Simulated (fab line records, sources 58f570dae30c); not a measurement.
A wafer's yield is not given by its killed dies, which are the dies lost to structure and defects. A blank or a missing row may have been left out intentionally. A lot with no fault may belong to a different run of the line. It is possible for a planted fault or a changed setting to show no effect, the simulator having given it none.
The tool behind it: which one?	flow berkeley cmos170	Sampling: 14 lots, 42 wafers, 5 of 331 route steps

WHAT THE GAUGES READ, wafer by wafer
UCB170_NLDD_CD_MEAS_06 targets a cd of 1200 nm.
lot	measured	on	cd nm (nm)
L757	day 7 22:01	cd sem-02	1201.7 1199.9 1199.6
L758	day 7 22:22	cd sem-01	1200.0 1202.0 1201.0
L759	day 8 10:21	cd sem-02	1197.0 1198.2 1199.7
L761	day 8 10:38	cd sem-01	1199.7 1200.4 1201.6
L762	day 8 10:55	cd sem-02	1200.9 1199.8 1199.3
L760	day 8 11:11	cd sem-02	1195.7 1196.2 1196.7
L764	day 8 22:55	cd sem-02	1199.1 1198.3 1198.5
L766	day 9 16:11	cd sem-02	1199.9 1199.8 1199.3
L767	day 9 16:29	cd sem-01	1200.5 1202.6 1201.8
L774	day 11 07:37	cd sem-01	1197.3 1195.7 1196.3
L773	day 11 07:44	cd sem-02	1201.0 1201.0 1201.2
L776	day 11 21:31	cd sem-01	1201.2 1199.6 1201.2
L779	day 12 07:28	cd sem-02	1202.2 1202.4 1200.8
L780	day 12 20:48	cd sem-02	1197.1 1198.1 1196.9

UCB170_M1_CD_MEAS_09 targets a cd of 700 nm.
lot	measured	on	cd nm (nm)
L757	day 8 23:52	cd sem-02	702.6 701.7 701.2
L758	day 9 00:33	cd sem-02	702.8 702.5 703.4
L759	day 9 11:06	cd sem-01	700.9 700.5 700.0
L761	day 9 13:08	cd sem-02	698.4 698.5 698.4
L762	day 9 13:32	cd sem-02	700.6 699.1 700.4
L760	day 9 10:52	cd sem-01	698.1 697.3 698.1
L764	day 9 20:32	cd sem-01	699.7 700.1 699.6
L766	day 10 12:04	cd sem-01	701.9 700.1 700.8
L767	day 10 13:49	cd sem-02	701.2 699.4 700.0
L774	day 12 03:14	cd sem-01	702.0 703.7 703.4
L773	day 12 04:41	cd sem-02	736.6 737.7 735.9
L776	day 12 18:17	cd sem-01	700.5 699.9 699.6
L779	day 13 03:34	cd sem-01	731.3 728.2 728.7
L780	day 13 18:29	cd sem-02	701.1 702.0 701.8

WHAT TOOL EACH LOT RAN ON (gives the tool, then ch and the chambers of the sampled wafers, and finally the start)
lot	UCB170_SDANNEAL_RTA_01	UCB170_SILICIDE_RTA_04	UCB170_M1_EXPOSE_06
L757	rtp anneal-01 ch 0, day 8 14:34	rtp anneal-02 ch 0, day 8 15:24	krf scanner-01 ch 0, day 8 23:08
L758	rtp anneal-01 ch 0, day 8 14:41	rtp anneal-01 ch 0, day 8 15:34	krf scanner-01 ch 0, day 9 00:07
L759	rtp anneal-02 ch 0, day 9 00:47	rtp anneal-01 ch 0, day 9 01:44	krf scanner-02 ch 0, day 9 09:20
L761	rtp anneal-01 ch 0, day 9 01:16	rtp anneal-01 ch 0, day 9 02:05	krf scanner-01 ch 0, day 9 12:43
L762	rtp anneal-02 ch 0, day 9 01:02	rtp anneal-02 ch 0, day 9 01:58	krf scanner-01 ch 0, day 9 13:08
L760	rtp anneal-01 ch 0, day 9 00:47	rtp anneal-02 ch 0, day 9 01:42	krf scanner-01 ch 0, day 9 09:01
L764	rtp anneal-02 ch 0, day 9 12:34	rtp anneal-02 ch 0, day 9 13:23	krf scanner-02 ch 0, day 9 20:07
L766	rtp anneal-01 ch 0, day 10 03:24	rtp anneal-01 ch 0, day 10 04:13	krf scanner-01 ch 0, day 10 11:34
L767	rtp anneal-02 ch 0, day 10 04:20	rtp anneal-02 ch 0, day 10 05:09	krf scanner-02 ch 0, day 10 13:05
L774	rtp anneal-01 ch 0, day 11 19:49	rtp anneal-02 ch 0, day 11 20:38	krf scanner-01 ch 0, day 12 02:50
L773	rtp anneal-01 ch 0, day 11 20:22	rtp anneal-02 ch 0, day 11 21:11	krf scanner-01 ch 0, day 12 04:17
L776	rtp anneal-02 ch 0, day 12 08:04	rtp anneal-02 ch 0, day 12 08:53	krf scanner-02 ch 0, day 12 17:25
L779	rtp anneal-02 ch 0, day 12 20:25	rtp anneal-01 ch 0, day 12 21:15	krf scanner-01 ch 0, day 13 03:05
L780	rtp anneal-02 ch 0, day 13 09:13	rtp anneal-02 ch 0, day 13 10:02	krf scanner-02 ch 0, day 13 17:28
- UCB170_SDANNEAL_RTA_01: time 5 s.
- UCB170_SILICIDE_RTA_04: time 15 s.
- UCB170_M1_EXPOSE_06: exposes mask METAL1, target cd 700 nm.

AS READ BY THE TOOLS THEMSELVES (means over the sampled wafers that have a number; for cases with no such wafer, the mark the record gives instead)
UCB170_SDANNEAL_RTA_01.
lot	tool	lamp power pct (%)	wafer_temp_C_max
L757	rtp anneal-01	39	1057.0
L758	rtp anneal-01	39	1058.2
L759	rtp anneal-02	47	1054.9
L761	rtp anneal-01	39	1058.7
L762	rtp anneal-02	47	1054.5
L760	rtp anneal-01	39	1057.8
L764	rtp anneal-02	47	1054.4
L766	rtp anneal-01	39	1058.4
L767	rtp anneal-02	47	1055.1
L774	rtp anneal-01	39	1057.9
L773	rtp anneal-01	39	1056.8
L776	rtp anneal-02	47	1055.0
L779	rtp anneal-02	47	1054.4
L780	rtp anneal-02	47	1055.2

UCB170_SILICIDE_RTA_04.
lot	tool	lamp power pct (%)	wafer_temp_C_max
L757	rtp anneal-02	13.0	652.7
L758	rtp anneal-01	10.9	655.0
L759	rtp anneal-01	10.9	655.3
L761	rtp anneal-01	10.9	655.0
L762	rtp anneal-02	13.0	653.8
L760	rtp anneal-02	13.0	653.1
L764	rtp anneal-02	13.0	652.7
L766	rtp anneal-01	10.9	654.6
L767	rtp anneal-02	13.0	652.6
L774	rtp anneal-02	13.0	652.9
L773	rtp anneal-02	13.0	652.7
L776	rtp anneal-02	13.0	652.9
L779	rtp anneal-01	10.9	654.6
L780	rtp anneal-02	13.0	653.3

UCB170_M1_EXPOSE_06.
lot	tool	exposure dose mJ cm2
L757	krf scanner-01	20.968
L758	krf scanner-01	20.987
L759	krf scanner-02	20.971
L761	krf scanner-01	20.999
L762	krf scanner-01	21.003
L760	krf scanner-01	20.982
L764	krf scanner-02	21.017
L766	krf scanner-01	20.981
L767	krf scanner-02	20.992
L774	krf scanner-01	21.006
L773	krf scanner-01	17.121
L776	krf scanner-02	20.992
L779	krf scanner-01	17.881
L780	krf scanner-02	20.991

THE ANSWER, worked out from the rows above alone
Rule: what is usual is taken from the lots themselves. Put in order of their means at a reading, lots are off if they are a third of the lots or fewer, leave a main group of 4 or more, and stand apart from it by a gap of 3 or more times the standard deviation of the main group's means; of several such gaps the widest counts. If all means in a main group match to the digits the tables above print for the reading, that group is not used. A lot without any number at a reading at which 4 lots or more have one is off too. Any other lot the step has rows for is counted as sound. After the gauges, taken in route order, come the tools' own readings; for these a lot's mean is taken, as printed above. The first step at which some lot is off is used, and at that step the reading that is off furthest; a lot without a number counts as furthest.
Off: L773, L779, at UCB170_M1_CD_MEAS_09 (cd nm). The main group: mean 700.6 nm, standard deviation 1.5.
A tool fits if, at a process step before that reading, it ran every lot that is off, and no sound lot after the first of them. Not tried: the gauges at UCB170_M1_CD_MEAS_09; whatever is off there is also off at UCB170_M1_EXPOSE_06, on other tools, and gauge error can't account for it. One fits: UCB170_M1_EXPOSE_06 on krf scanner-01. Its last sound lot is L774 (day 12 02:50), its first lot that is off L773 (day 12 04:17): a fault that began between those two fits.
On the lots that are off, the tool's own readings at UCB170_M1_EXPOSE_06 differ by more than 5 times the standard deviation of the sound lots' means, which bears it out; exposure dose mJ cm2 reads 17.501 there versus 20.991 on the sound lots.

WHAT THE SIMULATOR HAD INSERTED
Drift in process parameters on krf scanner-01 at UCB170_M1_EXPOSE_06, starting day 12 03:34. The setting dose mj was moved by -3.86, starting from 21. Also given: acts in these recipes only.
Lots struck among those shown: L773, L779. This agrees with what the rule above found.
